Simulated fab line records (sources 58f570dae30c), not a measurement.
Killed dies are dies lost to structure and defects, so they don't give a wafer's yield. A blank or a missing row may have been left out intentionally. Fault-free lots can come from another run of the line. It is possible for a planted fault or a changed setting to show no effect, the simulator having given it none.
A sampling plan put to the test :: flow berkeley_cmos170 :: one fab line, 14 faults that these records tell of, each judged on the records of the lots that it struck; 7 more are left out, because the records don't allow judging them
The plan is the line's own looks: the steps of the route at which a gauge or an inspection reads the wafer and doesn't change it. A look can be judged if struck wafers have a number there and the file gives its usual mean and standard deviation on fault-free wafers. Caught: 4 or more of those standard deviations (sigma) separate the usual mean from the mean of the struck wafers at a look after the fault's first step. On the tool: the identical test, applied to the tool's own readings at the steps of the fault. Caught also covers a different recipe on the struck wafers, or a record left blank for those wafers only.

== THE FAULTS, as the simulator had put them in ==
1. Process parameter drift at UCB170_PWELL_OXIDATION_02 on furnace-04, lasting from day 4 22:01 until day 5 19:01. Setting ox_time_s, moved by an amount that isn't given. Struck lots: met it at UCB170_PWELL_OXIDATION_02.
2. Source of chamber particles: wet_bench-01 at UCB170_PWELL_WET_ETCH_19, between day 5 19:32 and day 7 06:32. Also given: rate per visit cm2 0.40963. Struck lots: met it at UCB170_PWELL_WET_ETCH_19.
3. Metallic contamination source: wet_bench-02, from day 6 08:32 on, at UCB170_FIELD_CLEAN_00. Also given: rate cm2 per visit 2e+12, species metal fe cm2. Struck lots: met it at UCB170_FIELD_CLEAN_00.
4. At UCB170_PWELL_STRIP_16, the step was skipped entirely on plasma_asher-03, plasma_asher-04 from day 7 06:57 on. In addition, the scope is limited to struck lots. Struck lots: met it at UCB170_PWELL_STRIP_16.
5. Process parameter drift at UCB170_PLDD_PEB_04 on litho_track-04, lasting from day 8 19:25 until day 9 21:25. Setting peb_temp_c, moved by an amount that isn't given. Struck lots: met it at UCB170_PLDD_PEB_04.
6. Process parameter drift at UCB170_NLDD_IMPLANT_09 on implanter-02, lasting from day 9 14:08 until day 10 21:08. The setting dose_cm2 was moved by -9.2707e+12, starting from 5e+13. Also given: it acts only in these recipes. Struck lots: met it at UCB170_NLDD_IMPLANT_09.
7. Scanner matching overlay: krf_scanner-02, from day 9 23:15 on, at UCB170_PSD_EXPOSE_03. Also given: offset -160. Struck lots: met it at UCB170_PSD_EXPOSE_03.
8. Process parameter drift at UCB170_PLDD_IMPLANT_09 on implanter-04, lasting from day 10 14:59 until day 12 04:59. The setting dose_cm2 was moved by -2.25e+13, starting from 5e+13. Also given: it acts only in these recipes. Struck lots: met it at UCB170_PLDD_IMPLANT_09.
9. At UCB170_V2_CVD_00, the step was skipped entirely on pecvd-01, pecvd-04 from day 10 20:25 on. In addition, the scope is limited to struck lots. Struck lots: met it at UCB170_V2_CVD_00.
10. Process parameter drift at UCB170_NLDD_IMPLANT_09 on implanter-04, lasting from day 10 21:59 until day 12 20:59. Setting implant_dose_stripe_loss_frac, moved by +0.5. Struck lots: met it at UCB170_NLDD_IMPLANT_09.
11. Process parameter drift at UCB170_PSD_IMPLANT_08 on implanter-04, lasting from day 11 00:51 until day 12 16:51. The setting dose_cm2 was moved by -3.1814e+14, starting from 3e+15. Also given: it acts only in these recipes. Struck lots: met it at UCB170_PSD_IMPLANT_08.
12. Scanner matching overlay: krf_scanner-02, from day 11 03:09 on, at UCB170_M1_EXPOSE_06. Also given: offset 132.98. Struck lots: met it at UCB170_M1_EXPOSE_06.
13. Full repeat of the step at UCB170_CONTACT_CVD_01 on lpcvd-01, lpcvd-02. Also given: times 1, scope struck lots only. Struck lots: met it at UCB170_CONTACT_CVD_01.
14. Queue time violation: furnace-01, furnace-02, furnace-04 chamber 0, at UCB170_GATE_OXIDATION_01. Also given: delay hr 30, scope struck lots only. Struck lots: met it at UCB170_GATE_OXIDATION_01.

== WHAT THE PLAN SAW ==
fault: 1
on the tool itself: under 2 sigma
first look that catches it: UCB170_PWELL_THK_MEAS_03
reading, sigma: PWELL_OXIDE_THK -5.0
median hours from its first step to that look: 1.4
hours from the fault's start to the first struck lot there: 14
judged looks passed uncaught: 0

fault: 2
on the tool itself: under 2 sigma
first look that catches it: not the one look that can be judged after it
reading, sigma: -
median hours from its first step to that look: -
hours from the fault's start to the first struck lot there: -
judged looks passed uncaught: 1

fault: 3
on the tool itself: no reading that can be judged
first look that catches it: none of the 6 looks that can be judged after it
reading, sigma: -
median hours from its first step to that look: -
hours from the fault's start to the first struck lot there: -
judged looks passed uncaught: 6

fault: 4
on the tool itself: no reading that can be judged
first look that catches it: not the one look that can be judged after it
reading, sigma: -
median hours from its first step to that look: -
hours from the fault's start to the first struck lot there: -
judged looks passed uncaught: 1

fault: 5
on the tool itself: heater_power_total_W -36 sigma
first look that catches it: UCB170_PLDD_CD_MEAS_06
reading, sigma: cd_nm -14
median hours from its first step to that look: 0.3
hours from the fault's start to the first struck lot there: 0
judged looks passed uncaught: 0

fault: 6
on the tool itself: dose_ions_cm2 -99 or beyond sigma
first look that catches it: UCB170_NLDD_TW_MEAS_11
reading, sigma: NLDD_TW -4.7
median hours from its first step to that look: 0.2
hours from the fault's start to the first struck lot there: 16
judged looks passed uncaught: 0

fault: 7
on the tool itself: no reading that can be judged
first look that catches it: UCB170_PSD_OVL_MEAS_07
reading, sigma: PSD_OVL -31
median hours from its first step to that look: 1.4
hours from the fault's start to the first struck lot there: 14
judged looks passed uncaught: 0

fault: 8
on the tool itself: dose_ions_cm2 -99 or beyond sigma
first look that catches it: UCB170_PLDD_TW_MEAS_11
reading, sigma: PLDD_TW -11
median hours from its first step to that look: 0.2
hours from the fault's start to the first struck lot there: 11
judged looks passed uncaught: 0

fault: 9
on the tool itself: the tool's record is blank for the struck wafers
first look that catches it: none of the 2 looks that can be judged after it
reading, sigma: strongest: V2_BOW at UCB170_V2_BOW_MEAS_03, -2.6
median hours from its first step to that look: -
hours from the fault's start to the first struck lot there: -
judged looks passed uncaught: 2

fault: 10
on the tool itself: under 2 sigma
first look that catches it: UCB170_SDANNEAL_RS_MEAS_05
reading, sigma: NLDD_RS +8.1
median hours from its first step to that look: 14.1
hours from the fault's start to the first struck lot there: 19
judged looks passed uncaught: 1

fault: 11
on the tool itself: dose_ions_cm2 -99 or beyond sigma
first look that catches it: UCB170_PSD_TW_MEAS_10
reading, sigma: PSD_TW -4.4
median hours from its first step to that look: 0.2
hours from the fault's start to the first struck lot there: 11
judged looks passed uncaught: 0

fault: 12
on the tool itself: under 2 sigma
first look that catches it: UCB170_M1_OVL_MEAS_10
reading, sigma: M1_OVL +26
median hours from its first step to that look: 0.6
hours from the fault's start to the first struck lot there: 1
judged looks passed uncaught: 0

fault: 13
on the tool itself: under 2 sigma
first look that catches it: UCB170_CONTACT_THK_MEAS_02
reading, sigma: CONTACT_PSG_THK +99 or beyond
median hours from its first step to that look: 4.7
hours from the fault's start to the first struck lot there: -
judged looks passed uncaught: 0

fault: 14
on the tool itself: under 2 sigma
first look that catches it: not the one look that can be judged after it
reading, sigma: -
median hours from its first step to that look: -
hours from the fault's start to the first struck lot there: -
judged looks passed uncaught: 1
A dash: the fault isn't caught, or these records don't give the number.

Caught at a look: 9 of 14. Caught on the tool: 5 of 14. By one or the other: 10 of 14.
Caught on the tool alone: fault 9.
Caught at a look alone: faults 1, 7, 10, 12, 13.
Caught by neither: faults 2, 3, 4, 14.

== THINNER SAMPLING ==
If the look that catches a fault measured only every second or every third lot, by lot number, the first struck lot would be measured this late in the worst case:
fault: 1
struck lots at that look, in order of time: L358, L357, L359
every lot: 14 h
every second lot: 14 h
every third lot: 15 h

fault: 5
struck lots at that look, in order of time: L703, L701
every lot: 0 h
every second lot: may miss all 2
every third lot: may miss all 2

fault: 6
struck lots at that look, in order of time: L933, L936, L934
every lot: 16 h
every second lot: 17 h
every third lot: may miss all 3

fault: 7
struck lots at that look, in order of time: L198, L199, L197
every lot: 14 h
every second lot: 15 h
every third lot: 15 h

fault: 8
struck lots at that look, in order of time: L789, L791
every lot: 11 h
every second lot: may miss all 2
every third lot: may miss all 2

fault: 10
struck lots at that look, in order of time: L191, L192
every lot: 19 h
every second lot: 33 h
every third lot: may miss all 2

fault: 11
struck lots at that look, in order of time: L410, L412
every lot: 11 h
every second lot: may miss all 2
every third lot: may miss all 2

fault: 12
struck lots at that look, in order of time: L868, L869, L871
every lot: 1 h
every second lot: 1 h
every third lot: may miss all 3
The hour figures run from when the fault began to the first measured lot among those it struck. The test against the limit of 4 sigma pooled every struck wafer, which means one lot taken alone may stay below that limit. Other struck lots may not be in these records.

== THE LONGEST TIMED WAY FROM STEP TO LOOK ==
For fault 10, UCB170_NLDD_IMPLANT_09 and UCB170_SDANNEAL_RS_MEAS_05 are separated by a median of 14.1 hours. The look between them that can be judged stayed within 4 sigma: UCB170_NSD_CD_MEAS_06.
